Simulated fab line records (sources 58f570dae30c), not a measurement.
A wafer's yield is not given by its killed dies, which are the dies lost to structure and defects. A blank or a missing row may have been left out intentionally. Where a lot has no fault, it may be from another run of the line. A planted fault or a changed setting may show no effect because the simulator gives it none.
Struck lot and sound lot, side by side | flow berkeley_cmos170 | 20 steps out of a route of 331
Sound: wafers L705.2, L705.3, L705.4. The struck wafers were L715.1, L715.4, L715.5. The cause comes at the end.
At each step with rows: each side's tool, then ch and its chambers, then its first start. Under that, the readings that differ: sound wafers | struck wafers | difference of the means | sigmas: that difference in standard deviations of wafers without a fault.
alike: words and numbers the same on both sides, and readings whose means are apart by under 2 such deviations; not compared: readings that were withheld, readings missing a value for some wafer, numbers with overlapping values and no deviation given by the record, and bounds like >300 which may hide the same value.
A row with sigmas, a row that says differs or no value, or rows on one side alone: a step with any of these is where the two part. Numbers that have no deviation but don't overlap get no sigmas and don't part them. A reading missing from all wafers of one side parts the sides only when that side holds two or more wafers.

first, 1 step without rows for these wafers: UCB170_CONTACT_CVD_01 (deposits PSG from SiH4/O2/PH3, target thk 700 nm, time 2820 s).
UCB170_CONTACT_THK_MEAS_02:
  sound on film_metro-01 at day 7 20:41; struck on film_metro-01 at day 10 03:29
  alike: CONTACT_PSG_THK
then, 3 steps without rows for these wafers: UCB170_CONTACT_HMDS_03 (prime time 60 s); UCB170_CONTACT_COAT_04 (resist thk 900 nm); UCB170_CONTACT_SOFTBAKE_05 (time 60 s).
UCB170_CONTACT_STRIP_06: strips in O2.
  sound on plasma_asher-03 ch 0,1, day 7 21:35; struck on plasma_asher-03 ch 0, day 10 04:12
  alike: drypump_motor_current_A, oes_product_au, strip_time_to_endpoint_s
  not compared: rf_hours_counter_h
then, 1 step without rows for these wafers: UCB170_CONTACT_CLEAN_07 (cleans in SPM, time 600 s).
UCB170_CONTACT_RTA_08: time 10 s.
  sound on rtp_anneal-02 ch 0, day 7 21:57; struck on rtp_anneal-01 ch 0, day 10 04:29
  alike: lamp_power_pct, wafer_temp_C_max
then, 4 steps without rows for these wafers: UCB170_CONTACT_COAT_09; UCB170_CONTACT_COAT_10 (resist thk 900 nm); UCB170_CONTACT_SOFTBAKE_11 (time 60 s); UCB170_CONTACT_EXPOSE_12 (exposes mask CONT, target cd 700 nm).
UCB170_CONTACT_PEB_13:
  sound on litho_track-02 ch 0, day 8 00:00; struck on litho_track-02 ch 0, day 10 05:07
then, 1 step without rows for these wafers: UCB170_CONTACT_DEVELOP_14 (develop time 45 s).
UCB170_CONTACT_CD_MEAS_15: target cd 700 nm.
  sound on cd_sem-02 at day 8 00:29; struck on cd_sem-02 at day 10 05:23
  reading    | sound             | struck            | difference | sigmas
  cd_nm (nm) | 702.2 701.6 701.8 | 705.5 705.5 706.1 | +3.8       | +3
UCB170_CONTACT_OVL_MEAS_16:
  sound on overlay-01 at day 8 00:35; struck on overlay-02 at day 10 05:31
  alike: CONTACT_OVL
UCB170_CONTACT_ETCH_17: etches BARC in N2/H2.
  sound on rie_diel-02 ch 1,2,3, day 8 00:37; struck on rie_diel-01 ch 0,1,3, day 10 05:32
  reading                  | sound             | struck            | difference | sigmas
  model.CONTACT.cd_nm (nm) | 701.2 701.7 701.5 | 705.5 706.7 706.6 | +4.8       |
  alike: bias_w, drypump_motor_current_A, oes_product_au, throttle_valve_pct
UCB170_CONTACT_ETCH_18: etches PSG in CHF3/CF4/Ar, stops on TiSi2, target depth 840 nm, time 195 s.
  sound on rie_diel-02 ch 1,2,3; struck on rie_diel-01 ch 0,1,3
  reading                  | sound             | struck            | difference | sigmas
  model.CONTACT.cd_nm (nm) | 701.5 701.5 701.8 | 705.7 706.5 706.4 | +4.6       |
  alike: CHF3_flow_sccm, drypump_motor_current_A, oes_product_au, throttle_valve_pct
  not compared: rf_hours_counter_h
UCB170_CONTACT_STRIP_19: strips in O2.
  sound on plasma_asher-03 ch 0,1, day 8 00:47; struck on plasma_asher-03 ch 1, day 10 05:43
  alike: drypump_motor_current_A, oes_product_au
  not compared: rf_hours_counter_h
UCB170_M3_PROBE_99:
  the record has rows for the sound wafers here (prober-01, day 8 19:25) and none for the struck ones

== WHERE THEY PART ==
At UCB170_CONTACT_CD_MEAS_15 first; at UCB170_M3_PROBE_99 last (within this record only).

WHY: what the simulator had put in
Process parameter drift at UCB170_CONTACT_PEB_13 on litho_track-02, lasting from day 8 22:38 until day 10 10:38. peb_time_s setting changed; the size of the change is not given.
